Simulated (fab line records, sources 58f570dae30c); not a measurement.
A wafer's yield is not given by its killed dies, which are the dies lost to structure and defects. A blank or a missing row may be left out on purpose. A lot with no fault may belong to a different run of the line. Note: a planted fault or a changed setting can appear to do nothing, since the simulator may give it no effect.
Which tool is to blame? -- flow berkeley-cmos170 -- 13 lots, 39 wafers sampled, at 6 steps of a route of 331

== WHAT EACH GAUGE READ, for each wafer ==
UCB170_GATE_THK_MEAS_05.
lot,measured,on,GATE_POLY_THK (nm)
L290,day 6 03:30,film-metro-03,212.2 211.4 211.1
L291,day 6 03:38,film-metro-03,213.8 215.4 214.1
L292,day 6 07:25,film-metro-02,213.7 214.5 214.1
L293,day 6 11:14,film-metro-02,212.1 211.7 213.0
L294,day 6 11:15,film-metro-03,210.9 211.8 211.3
L295,day 7 14:40,film-metro-01,215.7 214.2 213.8
L296,day 7 14:44,film-metro-01,214.4 214.7 214.9
L297,day 7 14:41,film-metro-03,213.2 213.3 214.1
L298,day 7 14:41,film-metro-02,215.6 214.9 214.2
L300,day 7 21:51,film-metro-02,44.9 45.2 44.7
L301,day 8 06:42,film-metro-01,47.9 45.6 47.5
L302,day 8 06:44,film-metro-03,47.5 48.3 45.0
L312,day 10 16:45,film-metro-03,209.0 211.2 209.1

UCB170_M1_THK_MEAS_02: measures by xrf.
lot,measured,on,M1_AL_THK (nm)
L290,day 7 09:05,film-metro-04,601 605 601
L291,day 7 08:44,film-metro-02,605 599 601
L292,day 7 08:58,film-metro-03,606 600 602
L293,day 7 14:52,film-metro-03,602 606 597
L294,day 7 15:02,film-metro-02,590 594 596
L295,day 8 19:37,film-metro-02,602 596 601
L296,day 8 19:16,film-metro-03,604 603 611
L297,day 8 18:45,film-metro-03,597 599 597
L298,day 8 18:55,film-metro-04,605 604 615
L300,day 8 19:26,film-metro-04,602 601 614
L301,day 9 07:23,film-metro-03,592 593 592
L302,day 9 07:37,film-metro-02,590 591 584
L312,day 11 15:02,film-metro-03,599 597 608

UCB170_M2_OVL_MEAS_16.
lot,measured,on,M2_OVL (nm)
L290,day 7 21:11,overlay-02,-4 7 11
L291,day 7 21:00,overlay-01,12 12 17
L292,day 7 20:54,overlay-02,-2 5 -3
L293,day 8 04:08,overlay-02,-9 -3 -12
L294,day 8 03:48,overlay-01,0 15 4
L295,day 9 06:57,overlay-02,1 -6 3
L296,day 9 06:41,overlay-02,-1 -3 3
L297,day 9 05:20,overlay-01,-13 -6 -3
L298,day 9 05:31,overlay-01,-12 -3 -5
L300,day 9 07:25,overlay-01,-1 1 -4
L301,day 9 18:56,overlay-01,8 0 10
L302,day 9 19:14,overlay-01,6 2 4
L312,day 12 04:15,overlay-01,-2 8 -1

== EACH LOT AND THE TOOL THAT RAN IT (in order: tool; ch and the chambers of the sampled wafers; start) ==
lot,UCB170_GATE_CVD_04,UCB170_GATE_ETCH_15,UCB170_CONTACT_ETCH_17
L290,"lpcvd-02 ch 0, day 6 01:24","rie-si-01 ch 1,2,3, day 6 04:46","rie-diel-03 ch 1,2,3, day 7 08:19"
L291,"lpcvd-02 ch 1, day 6 01:24","rie-si-01 ch 0,1,2, day 6 05:29","rie-diel-02 ch 0,2, day 7 07:55"
L292,"lpcvd-01 ch 0, day 6 06:01","rie-si-01 ch 0,1,2, day 6 08:31","rie-diel-04 ch 0,1,2, day 7 08:11"
L293,"lpcvd-02 ch 1, day 6 09:08","rie-si-02 ch 0,1,3, day 6 12:28","rie-diel-03 ch 2,3, day 7 14:08"
L294,"lpcvd-02 ch 0, day 6 09:08","rie-si-01 ch 0,1,2, day 6 12:42","rie-diel-02 ch 0,1, day 7 14:15"
L295,"lpcvd-01 ch 1, day 7 13:16","rie-si-02 ch 0,1,2, day 7 16:06","rie-diel-02 ch 0,3, day 8 18:46"
L296,"lpcvd-01 ch 1, day 7 13:16","rie-si-01 ch 0,1, day 7 16:55","rie-diel-04 ch 0,1,3, day 8 18:26"
L297,"lpcvd-01 ch 0, day 7 13:16","rie-si-01 ch 2,3, day 7 16:22","rie-diel-04 ch 0,1,2, day 8 17:59"
L298,"lpcvd-01 ch 0, day 7 13:16","rie-si-02 ch 1,2, day 7 16:39","rie-diel-03 ch 1,2,3, day 8 18:01"
L300,"lpcvd-01 ch 0, day 7 20:27","rie-si-01 ch 1,2, day 7 22:57","rie-diel-03 ch 1,3, day 8 18:34"
L301,"lpcvd-01 ch 1, day 8 05:17","rie-si-02 ch 0,1,3, day 8 07:47","rie-diel-03 ch 1,2, day 9 06:32"
L302,"lpcvd-01 ch 0, day 8 05:17","rie-si-01 ch 0,3, day 8 08:15","rie-diel-04 ch 0,1, day 9 06:50"
L312,"lpcvd-02 ch 0, day 10 14:39","rie-si-02 ch 0,2, day 10 18:23","rie-diel-04 ch 0,2,3, day 11 14:05"
- UCB170_GATE_CVD_04: deposits poly-Si from SiH4, time 1440 s, target thk 214 nm.
- UCB170_GATE_ETCH_15: etches poly-Si in HBr/Cl2, stops on SiO2, time 56.3 s, target depth 278.2 nm.
- UCB170_CONTACT_ETCH_17: etches BARC in N2/H2.

== AS READ BY THE TOOLS THEMSELVES (means over the sampled wafers that have a number; for cases with no such wafer, the mark the record gives instead) ==
UCB170_GATE_CVD_04.
lot,tool,spike-tc-centre-C (C),spike-tc-load-C (C),spike-tc-source-C (C),susceptor-temp-C (C),zone-power-centre-pct (%),zone-power-source-pct (%)
L290,lpcvd-02,612.4,626.9,632.6,609.97,27.4,10.4
L291,lpcvd-02,611.9,633.1,634.3,610.18,28.9,10.3
L292,lpcvd-01,611.4,627.1,629.5,610.37,28.5,11.2
L293,lpcvd-02,610.9,634.1,634.4,609.78,29.3,10.3
L294,lpcvd-02,613.2,628.8,631.7,610.23,27.6,10.4
L295,lpcvd-01,610.9,628.6,633.3,610.44,27.1,11.5
L296,lpcvd-01,611.0,628.7,633.6,610.21,27.5,11.5
L297,lpcvd-01,612.6,628.6,630.2,610.13,28.2,11.3
L298,lpcvd-01,612.2,629.2,629.4,609.79,28.4,11.2
L300,lpcvd-01,553.6,566.0,570.0,550.58,25.2,9.2
L301,lpcvd-01,551.8,568.1,574.1,550.19,24.4,9.6
L302,lpcvd-01,553.0,566.7,569.4,550.50,25.4,9.2
L312,lpcvd-02,612.5,627.7,631.1,610.20,27.4,10.3

UCB170_GATE_ETCH_15.
lot,tool,drypump-motor-current-A (A),oes-product-au (a.u.),throttle-valve-pct (%)
L290,rie-si-01,5.6,0.832,26.72
L291,rie-si-01,5.7,0.833,26.63
L292,rie-si-01,5.6,0.836,26.64
L293,rie-si-02,6.2,0.811,26.40
L294,rie-si-01,5.6,0.826,26.64
L295,rie-si-02,5.9,0.822,26.50
L296,rie-si-01,5.8,0.831,26.54
L297,rie-si-01,5.6,0.831,26.79
L298,rie-si-02,6.0,0.831,26.65
L300,rie-si-01,5.5,0.395,26.74
L301,rie-si-02,6.1,0.395,26.39
L302,rie-si-01,5.8,0.395,26.70
L312,rie-si-02,5.8,0.804,26.33

UCB170_CONTACT_ETCH_17.
lot,tool,drypump-motor-current-A (A),oes-product-au (a.u.),throttle-valve-pct (%)
L290,rie-diel-03,5.3,1.008,13.33
L291,rie-diel-02,5.4,1.019,13.34
L292,rie-diel-04,6.3,0.990,13.27
L293,rie-diel-03,5.1,1.011,13.43
L294,rie-diel-02,5.7,1.005,13.38
L295,rie-diel-02,5.2,1.002,13.26
L296,rie-diel-04,6.4,0.998,13.23
L297,rie-diel-04,6.3,0.991,13.26
L298,rie-diel-03,5.2,1.011,13.34
L300,rie-diel-03,5.6,1.021,13.34
L301,rie-diel-03,5.4,0.996,13.23
L302,rie-diel-04,6.2,0.994,13.23
L312,rie-diel-04,6.2,0.974,13.28

== THE ANSWER, worked out from the rows above alone ==
Rule: what is usual is taken from the lots themselves. Put in order of their means at a reading, lots are off if they are a third of the lots or fewer, leave a main group of 4 or more, and stand apart from it by a gap of 3 or more times the standard deviation of the main group's means; of several such gaps the widest counts. If all means in a main group match to the digits the tables above print for the reading, that group is not used. Also off: a lot with no number at a reading for which 4 or more lots have one. The other lots that the step has rows for count as sound. The gauges are gone through in route order, then the tools' own readings, and for those a lot's mean is taken as printed above. At the first step where some lot is off, the reading lying furthest off is the one used; lots without a number count as furthest.
Off: L300, L301, L302, at UCB170_GATE_THK_MEAS_05 (GATE_POLY_THK). Mean 213.1 nm and standard deviation 1.7 in the main group.
If a tool, at a process step before that reading, ran all the lots that are off and no sound lot after the first of them, it fits. Not tried: the gauges at UCB170_GATE_THK_MEAS_05; whatever is off there is also off at UCB170_GATE_CVD_04, on other tools, and gauge error can't account for it. One candidate fits, namely lpcvd-01 at UCB170_GATE_CVD_04. Its last sound lot is L295 (day 7 13:16), its first lot that is off L300 (day 7 20:27): a fault that began between those two fits.
The tool's own readings at UCB170_GATE_CVD_04 bear it out: on the lots that are off they differ by more than 5 times the standard deviation of the sound lots' means. spike-tc-centre-C reads 552.8 C there against 611.9 C on the sound lots; spike-tc-load-C reads 566.9 C there against 629.3 C on the sound lots; spike-tc-source-C reads 571.2 C there against 632.0 C on the sound lots; susceptor-temp-C reads 550.42 C there against 610.13 C on the sound lots.

== WHAT THE SIMULATOR HAD INSERTED ==
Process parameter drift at UCB170_GATE_CVD_04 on lpcvd-01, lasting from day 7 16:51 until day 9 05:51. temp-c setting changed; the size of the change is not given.
Shown lots that were struck: L300, L301, L302. The rule above reached the same finding.
